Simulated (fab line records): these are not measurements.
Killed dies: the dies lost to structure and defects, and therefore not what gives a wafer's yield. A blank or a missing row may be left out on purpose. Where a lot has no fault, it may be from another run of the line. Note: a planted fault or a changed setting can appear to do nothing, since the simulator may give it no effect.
The tool behind it: which one? ; flow rit_cmos ; 14 lots with 42 wafers sampled at 7 steps, on a route of 202 steps

## WHAT THE GAUGES SHOWED, per wafer
RIT_ACTIVE_BOW_MEAS_00.
lot;measured;on;INCOMING_BOW (um)
L875;day 1 15:00;film_metro-02;8 -2 -17
L876;day 1 20:01;film_metro-02;16 7 7
L877;day 2 01:00;film_metro-02;-3 -4 6
L878;day 2 06:00;film_metro-04;-1 0 10
L879;day 2 11:00;film_metro-02;-3 -12 3
L880;day 2 16:00;film_metro-01;-4 -3 6
L881;day 2 21:00;film_metro-02;-6 4 -7
L884;day 3 12:01;film_metro-04;5 10 -1
L887;day 4 03:01;film_metro-04;3 2 -5
L891;day 4 23:04;film_metro-01;11 -3 -1
L893;day 5 09:00;film_metro-01;1 -3 2
L895;day 5 19:02;film_metro-02;3 10 0
L896;day 6 00:00;film_metro-04;-4 6 -4
L897;day 6 05:00;film_metro-01;-6 -5 4

RIT_ACTIVE_CD_MEAS_11: target cd 1400 nm.
lot;measured;on;cd_nm (nm)
L875;day 1 19:34;cd_sem-01;1400.4 1398.3 1396.4
L876;day 2 00:29;cd_sem-01;1398.3 1399.4 1395.2
L877;day 2 05:26;cd_sem-01;1398.8 1400.0 1401.0
L878;day 2 11:38;cd_sem-01;1400.8 1403.9 1403.2
L879;day 2 16:58;cd_sem-01;1396.1 1397.1 1399.1
L880;day 2 20:50;cd_sem-02;1397.4 1398.0 1399.9
L881;day 3 02:35;cd_sem-02;1400.5 1400.9 1398.1
L884;day 3 17:56;cd_sem-02;1404.2 1406.5 1402.3
L887;day 4 09:46;cd_sem-02;1397.5 1397.1 1395.7
L891;day 5 04:11;cd_sem-02;1396.4 1397.6 1396.8
L893;day 5 13:43;cd_sem-02;1397.7 1397.8 1397.7
L895;day 5 23:35;cd_sem-02;1397.3 1397.7 1397.1
L896;day 6 05:40;cd_sem-01;1401.7 1400.4 1401.8
L897;day 6 10:09;cd_sem-02;1401.9 1401.0 1399.1

RIT_FOX2_THK_MEAS_01.
lot;measured;on;FOX2_OXIDE_THK (nm)
L875;day 1 23:59;film_metro-04;366 364 358
L876;day 2 09:38;film_metro-03;358 354 354
L877;day 2 12:16;film_metro-02;350 358 354
L878;day 2 15:49;film_metro-02;361 358 357
L879;day 2 22:14;film_metro-03;350 355 351
L880;day 3 02:22;film_metro-02;346 348 349
L881;day 3 08:54;film_metro-03;354 352 354
L884;day 3 21:56;film_metro-03;353 353 354
L887;day 4 13:38;film_metro-02;475 474 474
L891;day 5 09:26;film_metro-04;350 352 357
L893;day 5 18:49;film_metro-03;477 478 484
L895;day 6 04:34;film_metro-03;356 361 355
L896;day 6 09:43;film_metro-02;354 360 355
L897;day 6 17:26;film_metro-04;356 349 353

RIT_FOX2_THK_MEAS_90.
lot;measured;on;FIELD_OXIDE_LEFT_1_THK (nm)
L875;day 2 00:52;film_metro-04;339 337 330
L876;day 2 10:35;film_metro-03;331 327 327
L877;day 2 13:13;film_metro-02;323 330 327
L878;day 2 16:41;film_metro-02;334 330 330
L879;day 2 23:07;film_metro-02;322 328 323
L880;day 3 03:15;film_metro-04;319 321 321
L881;day 3 09:46;film_metro-03;327 324 327
L884;day 3 22:49;film_metro-03;326 325 326
L887;day 4 14:31;film_metro-03;447 446 446
L891;day 5 10:18;film_metro-04;323 325 330
L893;day 5 19:46;film_metro-04;449 450 456
L895;day 6 05:40;film_metro-03;328 334 328
L896;day 6 10:36;film_metro-04;327 332 327
L897;day 6 18:23;film_metro-02;329 322 326

RIT_PWELL_OVL_MEAS_06.
lot;measured;on;PWELL_OVL (nm)
L875;day 2 03:35;overlay-02;-0.3 0.3 -0.6
L876;day 2 13:04;overlay-01;2.0 1.1 1.0
L877;day 2 15:47;overlay-02;1.9 2.3 2.8
L878;day 2 19:18;overlay-02;1.4 0.9 1.1
L879;day 3 01:50;overlay-01;1.9 -0.8 -0.6
L880;day 3 05:58;overlay-02;-2.6 -3.3 -3.6
L881;day 3 12:40;overlay-02;0.1 -0.2 1.9
L884;day 4 01:33;overlay-02;-0.1 1.7 0.4
L887;day 4 17:26;overlay-01;0.8 1.3 -1.4
L891;day 5 12:55;overlay-02;1.6 1.6 -0.8
L893;day 5 22:37;overlay-01;-1.1 -0.7 0.9
L895;day 6 08:22;overlay-01;1.0 0.6 2.7
L896;day 6 13:20;overlay-02;1.2 0.1 0.3
L897;day 6 21:00;overlay-02;1.8 2.9 1.6

RIT_FOX2_THK_MEAS_91.
lot;measured;on;FIELD_OXIDE_LEFT_2_THK (nm)
L875;day 2 15:01;film_metro-03;271 269 263
L876;day 2 23:19;film_metro-03;263 258 259
L877;day 3 03:33;film_metro-03;255 263 259
L878;day 3 05:02;film_metro-04;266 263 262
L879;day 3 11:20;film_metro-04;254 259 255
L880;day 3 18:02;film_metro-03;251 253 253
L881;day 4 00:42;film_metro-02;259 256 259
L884;day 4 13:14;film_metro-03;259 258 259
L887;day 5 04:27;film_metro-04;379 378 378
L891;day 5 23:26;film_metro-04;256 258 263
L893;day 6 09:02;film_metro-03;381 382 388
L895;day 6 18:50;film_metro-03;260 265 259
L896;day 7 00:01;film_metro-04;260 266 260
L897;day 7 07:46;film_metro-03;260 253 257

## TOOL THAT RAN EACH LOT (tool first, then ch and the chambers of the sampled wafers, then the start)
lot;RIT_FOX2_OXIDATION_00
L875;furnace-03 ch 0, day 1 22:40
L876;furnace-03 ch 0, day 2 08:19
L877;furnace-03 ch 0, day 2 10:58
L878;furnace-03 ch 0, day 2 14:29
L879;furnace-03 ch 0, day 2 20:55
L880;furnace-01 ch 0, day 3 01:04
L881;furnace-01 ch 0, day 3 07:35
L884;furnace-04 ch 0, day 3 20:37
L887;furnace-04 ch 0, day 4 12:19
L891;furnace-03 ch 0, day 5 08:05
L893;furnace-04 ch 0, day 5 17:30
L895;furnace-01 ch 0, day 6 03:14
L896;furnace-03 ch 0, day 6 08:24
L897;furnace-03 ch 0, day 6 16:08
- RIT_FOX2_OXIDATION_00: target thk 350.7 nm, ox time 1130 s.

## WHAT THE TOOLS THEMSELVES READ (means of the sampled wafers that have a number; where no wafer has one, the mark that the record gives instead)
RIT_FOX2_OXIDATION_00.
lot;tool;spike_tc_centre_C (C);spike_tc_load_C (C);spike_tc_source_C (C);tube_center_temp_C (C);tube_center_temp_C_max;zone_power_load_pct (%);zone_power_source_pct (%)
L875;furnace-03;1102.1;1130;1128;1100;1102.5;44.2;43.5
L876;furnace-03;1101.4;1128;1128;1100;1102.6;44.2;43.9
L877;furnace-03;1101.1;1128;1128;1100;1102.6;43.2;43.2
L878;furnace-03;1101.2;1128;1129;1100;1103.0;44.0;43.8
L879;furnace-03;1101.4;1129;1128;1100;1102.8;44.1;43.6
L880;furnace-01;1102.2;1122;1121;1100;1102.9;48.0;39.8
L881;furnace-01;1102.7;1120;1120;1100;1102.5;47.7;39.8
L884;furnace-04;1102.5;1128;1124;1100;1102.7;46.5;39.8
L887;furnace-04;1189.3;1216;1212;1186;1190.0;55.8;47.2
L891;furnace-03;1102.3;1127;1129;1100;1102.5;43.8;43.3
L893;furnace-04;1188.0;1214;1211;1186;1189.3;55.4;46.8
L895;furnace-01;1101.7;1122;1121;1100;1102.9;47.5;40.1
L896;furnace-03;1101.6;1129;1128;1100;1103.0;43.7;43.4
L897;furnace-03;1101.3;1128;1128;1100;1102.6;44.2;43.1

## THE ANSWER, worked out from the rows above alone
Rule: usual is defined by the lots themselves. The widest of any qualifying gaps counts: lots, ordered by their means at a reading, are off when they make up no more than a third of the lots, leave a main group of 4 or more, and stand apart from it by 3 or more times the standard deviation of that group's means. The tables above print the reading to a certain number of digits; a main group whose means all agree to those digits is not used. Also off: a lot with no number at a reading for which 4 or more lots have one. Where the step has rows for the other lots, those lots are counted as sound. The gauges are gone through in route order, then the tools' own readings, and for those a lot's mean is taken as printed above. At the first step where some lot is off, the reading lying furthest off is the one used; lots without a number count as furthest.
Off: L887, L893, at RIT_FOX2_THK_MEAS_01 (FOX2_OXIDE_THK). Mean 355 nm and standard deviation 3.6 in the main group.
If a tool, at a process step before that reading, ran all the lots that are off and no sound lot after the first of them, it fits. The gauges at RIT_FOX2_THK_MEAS_01 aren't tried: what is off there is off at RIT_FOX2_OXIDATION_00 too, on other tools, and a gauge's error can't cause that. One fits: RIT_FOX2_OXIDATION_00 on furnace-04. A fault onset in the window from L884 (day 3 20:37, its last sound lot) to L887 (day 4 12:19, its first lot off) fits.
The tool's own readings at RIT_FOX2_OXIDATION_00 bear it out: on the lots that are off they differ by more than 5 times the standard deviation of the sound lots' means. spike_tc_centre_C reads 1188.7 C there against 1101.8 C on the sound lots; spike_tc_load_C reads 1215 C there against 1127 C on the sound lots; spike_tc_source_C reads 1212 C there against 1126 C on the sound lots; tube_center_temp_C reads 1186 C there against 1100 C on the sound lots; tube_center_temp_C_max reads 1189.7 there against 1102.7 on the sound lots; zone_power_load_pct reads 55.6 % there against 45.1 % on the sound lots.

## WHAT HAD BEEN PUT IN BY THE SIMULATOR
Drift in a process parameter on furnace-04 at RIT_FOX2_OXIDATION_00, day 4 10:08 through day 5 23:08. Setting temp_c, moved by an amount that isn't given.
Shown lots that were struck: L887, L893. The rule above found the same.
